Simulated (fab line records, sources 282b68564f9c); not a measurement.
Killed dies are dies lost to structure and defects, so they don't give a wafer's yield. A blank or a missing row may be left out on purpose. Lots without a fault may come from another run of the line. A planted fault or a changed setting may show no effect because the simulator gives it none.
fab line records | flow rit_cmos
record lots=6 wafers=18 last_day=6
route steps=202 shown NSD@141 PSD@142 SDANNEAL@153 M1@202
lots that met no fault: from a run of the same line without faults
start_h: hours from the record's first day to the start of the lot's first wafer shown | wait_h: hours since the lot's step before | " the same as in the row above | L1.1+2: a row that stands for several wafers | - no value, or no start given | * or withheld: withheld | < > ~ a bound
route shown NAME@n: a module of which the file shows steps, and the number in the route of the first | usual: mean/standard deviation of fault-free wafers | same: alike in all rows | chamber/n: place in a boat | sites: the reading at each site | _std_site: their standard deviation | _edge_site: outer sites' mean less inner sites' | radius_mm: how far each site lies from the wafer's centre | mask NAME#n: copy n | behind: the tool/chamber that last shaped the wafer | hold: why the lot was held/for how many hours/how that ended | device: the transistor (n, p or np) that didn't switch | end of line: the same wafers' tests at the end of the route | a step without rows: its recipe alone | killed: dies lost to structure and defects at the first sort, not the wafer's yield | map: a wafer's dies, x killed, . not, _ none there
set.NAME: the setting as run; set.NAME@STEP: as run at that earlier step | model.NAME: the simulator's own value behind a step, which no gauge read
lots at some steps of the route; a table a step, a row a wafer
## steps
# step RIT_NSD_TW_MEAS_10
# usual NSD_TW=3100/51
# columns lot.wafer tool chamber start_h wait_h NSD_TW
L723.1 film_metro-01 - 58.67 0.1 3025
L723.5 " - " " 3027
L723.6 " - " " 3008
L727.1 film_metro-04 - 78.04 0.1 3136
L727.5 " - " " 3140
L727.6 " - " " 3153
L729.2 film_metro-02 - 87.69 0.1 3121
L729.3 " - " " 3132
L729.5 " - " " 3143
L730.3 film_metro-02 - 93.99 0.1 3172
L730.5 " - " " 3142
L730.6 " - " " 3151
L731.1 film_metro-04 - 97.33 0.1 3132
L731.5 " - " " 3140
L731.6 " - " " 3143
L737.2 film_metro-04 - 126.79 0.1 3136
L737.4 " - " " 3126
L737.6 " - " " 3146
# step RIT_PSD_HMDS_00
# recipe prime_time_s=60 prime_temp_c=140
# step RIT_PSD_COAT_01
# recipe resist=NOVOLAK spin_rpm=3250 resist_thk_nm=1000
# step RIT_PSD_SOFTBAKE_02
# recipe resist=NOVOLAK temp_c=90 time_s=60
# step RIT_PSD_EXPOSE_03
# recipe mask_id=M10 na=0.57 target_cd_nm=40900 dose_mj=250
# step RIT_PSD_PEB_04
# recipe resist=NOVOLAK temp_c=withheld time_s=withheld
# step RIT_PSD_DEVELOP_05
# recipe resist=NOVOLAK develop_time_s=50 dev_temp_c=23
# step RIT_PSD_OVL_MEAS_06
# usual PSD_OVL=-0.2/1.2
# columns lot.wafer tool chamber start_h wait_h PSD_OVL[nm]
L723.1 overlay-02 - 59.70 - 0.4
L723.5 " - " " 1.1
L723.6 " - " " 0.1
L727.1 overlay-02 - 79.07 - 0.4
L727.5 " - " " 0.1
L727.6 " - " " 0.6
L729.2 overlay-01 - 88.72 - 1.3
L729.3 " - " " -0.6
L729.5 " - " " -0.3
L730.3 overlay-02 - 95.02 - 0.5
L730.5 " - " " -2.3
L730.6 " - " " -1.8
L731.1 overlay-01 - 98.31 - -1.6
L731.5 " - " " -0.9
L731.6 " - " " -2.4
L737.2 overlay-02 - 127.70 - -1.7
L737.4 " - " " -1.2
L737.6 " - " " -0.4
# step RIT_PSD_HARDBAKE_07
# recipe resist=NOVOLAK temp_c=140 time_s=60
# step RIT_PSD_IMPLANT_08
# recipe species=BF2 energy_kev=27 dose_cm2=5e+15 tilt_deg=7
# step RIT_PSD_STRIP_09
# recipe chemistry=O2 time_s=180 resist=NOVOLAK platen_temp_c=withheld power_w=500 pressure_mtorr=4000 o2_flow_sccm=4000
# usual drypump_motor_current_A=5.5/0.47
# columns lot.wafer tool chamber start_h wait_h drypump_motor_current_A rf_hours_counter_h
L723.1 plasma_asher-02 1 60.04 0.1 4.9 25
L723.5 " 1 " " 4.9 -
L723.6 " 0 " " 6.1 -
L727.1 plasma_asher-03 0 79.41 0.1 5.8 46
L727.5 " 0 " " 5.8 -
L727.6 " 1 " " 4.8 -
L729.2 plasma_asher-03 0 89.05 0.1 5.7 47
L729.3 " 1 " " 4.8 -
L729.5 " 1 " " 4.8 -
L730.3 plasma_asher-03 1 95.40 0.1 4.8 -
L730.5 " 0 " " 5.7 -
L730.6 " 1 " " 4.8 -
L731.1 plasma_asher-03 1 98.65 0.1 4.8 48
L731.5 " 1 " " 4.8 -
L731.6 " 0 " " 5.8 -
L737.2 plasma_asher-03 1 128.03 0.1 4.8 51
L737.4 " 1 " " 4.8 -
L737.6 " 0 " " 5.8 -
# step RIT_PSD_TW_MEAS_10
# usual PSD_TW=3392/59
# columns lot.wafer tool chamber start_h wait_h PSD_TW
L723.1 film_metro-02 - 60.21 0.1 3443
L723.5 " - " " 3438
L723.6 " - " " 3460
L727.1 film_metro-04 - 79.58 0.1 3446
L727.5 " - " " 3448
L727.6 " - " " 3428
L729.2 film_metro-02 - 89.23 0.1 3437
L729.3 " - " " 3455
L729.5 " - " " 3458
L730.3 film_metro-01 - 95.54 0.1 3321
L730.5 " - " " 3335
L730.6 " - " " 3327
L731.1 film_metro-01 - 98.82 0.1 3337
L731.5 " - " " 3339
L731.6 " - " " 3320
L737.2 film_metro-01 - 128.21 0.1 3337
L737.4 " - " " 3345
L737.6 " - " " 3332
# step RIT_SDANNEAL_CLEAN_00
# recipe chemistry=SC1 mix=3:3:50 time_s=600 temp_c=75
# usual bath_guard_temp_C=74.8/0.38 bath_heat_duty_pct=14.7/1.8
# columns lot.wafer tool chamber start_h wait_h bath_guard_temp_C bath_heat_duty_pct
L723.1 wet_bench-01 3 60.27 0.1 74.6 14.0
L723.5 " 3 " " 75.1 13.7
L723.6 " 3 " " 74.9 14.2
L727.1 wet_bench-04 1 79.64 0.1 75.0 12.9
L727.5 " 1 " " 74.7 12.6
L727.6 " 1 " " 75.0 14.5
L729.2 wet_bench-04 1 89.28 0.0 - -
L729.3 " 1 " " - -
L729.5 " 1 " " - -
L730.3 wet_bench-01 0 95.58 0.0 - -
L730.5 " 0 " " - -
L730.6 " 0 " " - -
L731.1 wet_bench-04 3 98.88 0.1 74.4 13.1
L731.5 " 3 " " 74.4 13.9
L731.6 " 3 " " 74.3 14.4
L737.2 wet_bench-01 0 128.26 0.0 74.8 15.0
L737.4 " 0 " " 75.3 14.2
L737.6 " 0 " " 74.7 13.0
# step RIT_SDANNEAL_CLEAN_01
# recipe chemistry=dHF dilution=50:1 time_s=30
# step RIT_M1_PROBE_99
# usual killed_at_contacts=0.1/0.32 killed_at_front_end=7/3 killed_dies=7/3 killed_open=3.4/2.2 killed_short=3.3/1.8
# same gross_dies=264 killed_at_M0_to_M3=0 killed_at_M4_up=0 killed_at_back_side=0 killed_at_other=0
# columns lot.wafer tool chamber start_h wait_h killed_at_contacts killed_at_front_end killed_dies killed_open killed_short
L723.1 prober-01 - 68.46 0.1 0 4 4 1 3
L723.5 prober-01 - 68.66 0.2 1 6 7 4 3
L723.6 prober-01 - 68.71 0.2 0 8 8 2 6
L727.1 prober-01 - 87.62 0.1 0 11 11 7 4
L727.5 prober-01 - 87.82 0.2 0 11 11 4 7
L727.6 prober-01 - 87.87 0.2 0 8 8 5 3
L729.2 prober-01 - 97.26 0.1 0 5 5 0 5
L729.3 prober-01 - 97.31 0.2 0 1 1 1 0
L729.5 prober-01 - 97.41 0.2 0 11 11 7 4
L730.3 prober-02 - 104.71 0.2 0 6 6 5 1
L730.5 prober-02 - 104.81 0.2 0 6 6 4 2
L730.6 prober-02 - 104.86 0.2 0 6 6 4 2
L731.1 prober-01 - 106.70 0.1 0 4 4 0 4
L731.5 prober-01 - 106.90 0.2 0 4 4 2 2
L731.6 prober-01 - 106.95 0.2 1 3 4 2 2
L737.2 prober-01 - 136.12 0.1 0 6 6 4 2
L737.4 prober-01 - 136.22 0.2 0 6 6 3 3
L737.6 prober-01 - 136.32 0.2 0 6 6 3 3
# killed by level:class
L723.1 GATE:geometric_particle:short=3 FOX2:geometric_particle:open=1
L723.5 GATE:geometric_particle:open=3 REOX:geometric_particle:short=1 SILICIDE:geometric_particle:short=1 SILICIDE:geometric_particle:open=1 CONTACT:geometric_particle:short=1
L723.6 GATE:geometric_particle:short=5 FOX1:geometric_particle:open=1 REOX:geometric_particle:short=1 SPACER:geometric_particle:open=1
L727.1 GATE:geometric_particle:open=4 GATE:geometric_particle:short=2 FOX1:geometric_particle:open=1 FOX2:geometric_particle:open=1 REOX:geometric_particle:short=1 SPACER:geometric_particle:open=1 SPACER:geometric_particle:short=1
L727.5 GATE:geometric_particle:short=2 GATE:geometric_particle:open=2 SPACER:geometric_particle:open=2 SPACER:geometric_particle:short=2 FOX1:geometric_particle:short=1 FOX2:geometric_particle:short=1 REOX:geometric_particle:short=1
L727.6 GATE:geometric_particle:open=3 FOX1:geometric_particle:open=2 GATE:geometric_particle:short=2 SPACER:geometric_particle:short=1
L729.2 GATE:geometric_particle:short=2 FOX2:geometric_particle:short=1 REOX:geometric_particle:short=1 SPACER:geometric_particle:short=1
L729.3 FOX1:geometric_particle:open=1
L729.5 GATE:geometric_particle:open=3 REOX:geometric_particle:short=2 SPACER:geometric_particle:open=2 REOX:geometric_particle:open=1 SPACER:geometric_particle:short=1 SILICIDE:geometric_particle:short=1 SILICIDE:geometric_particle:open=1
L730.3 GATE:geometric_particle:open=2 REOX:geometric_particle:open=2 FOX2:geometric_particle:open=1 SILICIDE:geometric_particle:short=1
L730.5 SPACER:geometric_particle:open=2 FOX1:geometric_particle:open=1 GATE:geometric_particle:short=1 GATE:geometric_particle:open=1 SPACER:geometric_particle:short=1
L730.6 FOX1:geometric_particle:open=1 GATE:geometric_particle:short=1 REOX:geometric_particle:open=1 REOX:geometric_particle:short=1 SPACER:geometric_particle:open=1 SILICIDE:geometric_particle:open=1
L731.1 GATE:geometric_particle:short=2 FOX2:geometric_particle:short=1 SILICIDE:geometric_particle:short=1
L731.5 FOX2:geometric_particle:open=2 FOX1:geometric_particle:short=1 SILICIDE:geometric_particle:short=1
L731.6 REOX:geometric_particle:open=2 SPACER:geometric_particle:short=1 CONTACT:geometric_particle:short=1
L737.2 SILICIDE:geometric_particle:open=2 SPACER:geometric_particle:short=1 GATE:geometric_particle:open=1 REOX:geometric_particle:open=1 SILICIDE:geometric_particle:short=1
L737.4 GATE:geometric_particle:open=2 GATE:geometric_particle:short=2 SILICIDE:geometric_particle:open=1 SILICIDE:geometric_particle:short=1
L737.6 FOX1:geometric_particle:short=1 FOX1:geometric_particle:open=1 GATE:geometric_particle:open=1 SPACER:geometric_particle:open=1 SPACER:geometric_particle:short=1 SILICIDE:geometric_particle:short=1
## key
first_sign step=RIT_SDANNEAL_CLEAN_00 reading=tool_record direction=missing
effect none on later readings
met_at RIT_SDANNEAL_CLEAN_00
struck_wafers L729.2,L729.3,L729.5,L730.3,L730.5,L730.6
tester_left_out L729,L730
onset_between 79.64 89.28
fault kind=skipped_step_whole tool=wet_bench-01,wet_bench-04 chamber=- onset_h=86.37 steps=RIT_SDANNEAL_CLEAN_00 scope=struck_lots_only
# tester_left_out: of these lots the tester's yield and bins aren't shown, on N5 and GAA mostly nor the transistor test; their killed dies are dies lost to structure and defects alone, not to doping, threshold or leakage, so they don't give the yield
